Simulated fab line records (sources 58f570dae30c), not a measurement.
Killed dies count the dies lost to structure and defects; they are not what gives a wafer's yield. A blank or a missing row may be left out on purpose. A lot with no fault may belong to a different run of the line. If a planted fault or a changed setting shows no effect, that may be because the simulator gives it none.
fab line records | flow berkeleyCmos170
record: lots: 14 | wafers: 42 | lastDay: 13
route steps=331 shown PFIELD@86
lots untouched by any fault: they come from a run of this same line in which no faults occurred
startH: hours from the record's first day to the start of the lot's first wafer shown | waitH: hours since the lot's step before | " unchanged from the row above | L1.1+2: one row covering several wafers at once | - no value present, or no start provided | * or withheld: withheld | < > ~ a bound
route shown NAME@n: NAME is a module with steps in the file, n the number in the route of the first one | usual: average and standard deviation across the fault-free wafers | same: alike in all rows | chamber/n: place in a boat | sites: the reading at each site | _std_site: standard deviation across them | _edge_site: inner sites' mean taken away from outer sites' mean | radiusMm: how far each site lies from the wafer's centre | mask NAME#n: copy n | behind: tool/chamber where the wafer was last shaped | hold: the reason the lot was held/the length of the hold in hours/how it ended | device: which transistor (n, p or np) failed to switch | end of line: at the end of the route, the tests of the same wafers | step lacking rows: just its recipe | killed: count of dies lost to structure and defects at first sort (not the wafer's yield) | map: shows each die of a wafer: x if killed, . if not, _ if none is there
set.NAME: the setting as run; set.NAME@STEP: as run at that earlier step | model.NAME: the simulator's own value behind a step, which no gauge read
a sample of lots followed through the steps of the route, with each step as a table and each wafer as a row
services: from which hour (startH, from the record's first day; less than 0 if before it) a tool's chamber was out of use, for how many hours, and why
== steps ==
step: UCB170_PFIELD_IMPLANT_07
recipe: species: B | doseCm2: 2e+13 | energyKev: 80 | tiltDeg: 7
usual: doseIonsCm2: 2.0002e+13/2.4e+10 | faradayCurrentUA: 63.3/1.3
lot.wafer | tool         | chamber | startH | waitH | doseIonsCm2 | faradayCurrentUA
L347.2    | implanter-01 | 0       | 94.30  | 0.0   | 1.9951e+13  | 64.0
L347.5    | "            | 0       | "      | "     | 1.9982e+13  | 63.6
L347.6    | "            | 0       | "      | "     | 1.9975e+13  | 62.5
L348.1    | implanter-03 | 0       | 102.56 | 0.0   | 2.0025e+13  | 64.4
L348.2    | "            | 0       | "      | "     | 2.0009e+13  | 64.1
L348.5    | "            | 0       | "      | "     | 1.998e+13   | 61.5
L350.1    | implanter-04 | 0       | 117.03 | 0.0   | 1.9957e+13  | 61.5
L350.2    | "            | 0       | "      | "     | 1.9987e+13  | 61.3
L350.4    | "            | 0       | "      | "     | 1.9979e+13  | 64.7
L351.3    | implanter-04 | 0       | 125.35 | 0.1   | 2.0021e+13  | 60.0
L351.4    | "            | 0       | "      | "     | 2.0027e+13  | 62.8
L351.5    | "            | 0       | "      | "     | 1.9999e+13  | 64.4
L353.1    | implanter-01 | 0       | 126.81 | 0.1   | 2e+13       | 63.7
L353.3    | "            | 0       | "      | "     | 2.001e+13   | 63.4
L353.4    | "            | 0       | "      | "     | 1.9975e+13  | 64.6
L352.1    | implanter-04 | 0       | 126.95 | 0.0   | 1.9992e+13  | 63.4
L352.4    | "            | 0       | "      | "     | 2.0023e+13  | 66.0
L352.6    | "            | 0       | "      | "     | 2.0011e+13  | 60.9
L357.2    | implanter-03 | 0       | 144.37 | 0.0   | 1.9968e+13  | 63.8
L357.4    | "            | 0       | "      | "     | 1.9985e+13  | 64.9
L357.5    | "            | 0       | "      | "     | 1.9966e+13  | 63.4
L356.2    | implanter-01 | 0       | 144.65 | 0.0   | 2.0036e+13  | 64.2
L356.3    | "            | 0       | "      | "     | 2.0007e+13  | 64.8
L356.5    | "            | 0       | "      | "     | 2.0024e+13  | 62.3
L362.3    | implanter-04 | 0       | 177.82 | 0.1   | 2.8087e+13  | 88.9
L362.4    | "            | 0       | "      | "     | 2.8096e+13  | 86.6
L362.6    | "            | 0       | "      | "     | 2.8118e+13  | 87.0
L365.1    | implanter-01 | 0       | 190.10 | 0.1   | 1.9994e+13  | 62.1
L365.3    | "            | 0       | "      | "     | 2.0038e+13  | 62.7
L365.5    | "            | 0       | "      | "     | 2.0038e+13  | 62.7
L364.1    | implanter-04 | 0       | 190.11 | 0.1   | 2.8142e+13  | 88.0
L364.2    | "            | 0       | "      | "     | 2.8142e+13  | 88.8
L364.5    | "            | 0       | "      | "     | 2.8148e+13  | 91.1
L367.1    | implanter-01 | 0       | 197.17 | 0.0   | 2.0028e+13  | 61.2
L367.4    | "            | 0       | "      | "     | 2.002e+13   | 63.2
L367.5    | "            | 0       | "      | "     | 2.0041e+13  | 66.3
L369.3    | implanter-03 | 0       | 215.20 | 0.1   | 1.9997e+13  | 61.8
L369.4    | "            | 0       | "      | "     | 1.9986e+13  | 62.7
L369.5    | "            | 0       | "      | "     | 1.999e+13   | 63.1
L370.1    | implanter-01 | 0       | 215.43 | 0.0   | 2.001e+13   | 63.3
L370.2    | "            | 0       | "      | "     | 2.0008e+13  | 61.1
L370.4    | "            | 0       | "      | "     | 1.9999e+13  | 64.5
step: UCB170_PFIELD_TW_MEAS_09
usual: PFIELD_TW: 606/4.3
lot.wafer | tool         | chamber | startH | waitH | PFIELD_TW
L347.2    | filmMetro-04 | -       | 94.54  | 0.1   | 601
L347.5    | "            | -       | "      | "     | 600
L347.6    | "            | -       | "      | "     | 603
L348.1    | filmMetro-01 | -       | 102.81 | 0.1   | 608
L348.2    | "            | -       | "      | "     | 608
L348.5    | "            | -       | "      | "     | 607
L350.1    | filmMetro-04 | -       | 117.28 | 0.1   | 599
L350.2    | "            | -       | "      | "     | 596
L350.4    | "            | -       | "      | "     | 599
L351.3    | filmMetro-04 | -       | 125.57 | 0.1   | 602
L351.4    | "            | -       | "      | "     | 602
L351.5    | "            | -       | "      | "     | 607
L353.1    | filmMetro-04 | -       | 127.06 | 0.1   | 604
L353.3    | "            | -       | "      | "     | 602
L353.4    | "            | -       | "      | "     | 602
L352.1    | filmMetro-02 | -       | 127.20 | 0.1   | 607
L352.4    | "            | -       | "      | "     | 608
L352.6    | "            | -       | "      | "     | 608
L357.2    | filmMetro-02 | -       | 144.61 | 0.1   | 606
L357.4    | "            | -       | "      | "     | 606
L357.5    | "            | -       | "      | "     | 610
L356.2    | filmMetro-01 | -       | 144.88 | 0.1   | 609
L356.3    | "            | -       | "      | "     | 609
L356.5    | "            | -       | "      | "     | 610
L362.3    | filmMetro-04 | -       | 178.04 | 0.1   | 668
L362.4    | "            | -       | "      | "     | 669
L362.6    | "            | -       | "      | "     | 669
L365.1    | filmMetro-02 | -       | 190.35 | 0.1   | 607
L365.3    | "            | -       | "      | "     | 603
L365.5    | "            | -       | "      | "     | 606
L364.1    | filmMetro-01 | -       | 190.36 | 0.1   | 681
L364.2    | "            | -       | "      | "     | 679
L364.5    | "            | -       | "      | "     | 677
L367.1    | filmMetro-02 | -       | 197.42 | 0.1   | 610
L367.4    | "            | -       | "      | "     | 612
L367.5    | "            | -       | "      | "     | 612
L369.3    | filmMetro-04 | -       | 215.42 | 0.1   | 606
L369.4    | "            | -       | "      | "     | 602
L369.5    | "            | -       | "      | "     | 599
L370.1    | filmMetro-01 | -       | 215.68 | 0.1   | 609
L370.2    | "            | -       | "      | "     | 612
L370.4    | "            | -       | "      | "     | 606
== services ==
tool         | chamber | startH | hours | kind
implanter-03 | -       | 77.58  | 5.6   | repair
implanter-03 | -       | 83.20  | 5.4   | pm
implanter-03 | -       | 105.24 | 2.0   | repair
implanter-03 | -       | 106.39 | 5.6   | repair
implanter-03 | -       | 113.61 | 4.9   | repair
implanter-03 | -       | 115.19 | 3.9   | repair
implanter-03 | -       | 124.03 | 8.1   | pm
implanter-04 | -       | 141.51 | 3.3   | pm
implanter-03 | -       | 176.17 | 4.7   | repair
implanter-03 | -       | 196.92 | 1.8   | repair
== key ==
firstSign: step: UCB170_PFIELD_IMPLANT_07 | reading: doseIonsCm2 | direction: up | sigmas: 99+ | usual: 2.0002e+13 | struck: 2.8122e+13
effect: step: UCB170_PFIELD_IMPLANT_07 | reading: faradayCurrentUA | direction: up | sigmas: 19 | usual: 63.3 | struck: 88.4
effect: step: UCB170_PFIELD_TW_MEAS_09 | reading: PFIELD_TW | direction: up | sigmas: 16 | usual: 606 | struck: 674
metAt UCB170_PFIELD_IMPLANT_07
struckLots L362,L364
testerLeftOut L362,L364
onsetBetween 126.95 177.82
fault: kind: processParameterDrift | tool: implanter-04 | chamber: - | onsetH: 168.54 | steps: UCB170_PFIELD_IMPLANT_07 | channel: doseCm2 | offset: 8.1338e+12 | shape: step | endH: 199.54 | actsIn: theseRecipesOnly | stated: 2e+13
testerLeftOut: of these lots the tester's yield and bins aren't shown, on N5 and GAA mostly nor the transistor test; their killed dies are dies lost to structure and defects alone, not to doping, threshold or leakage, so they don't give the yield
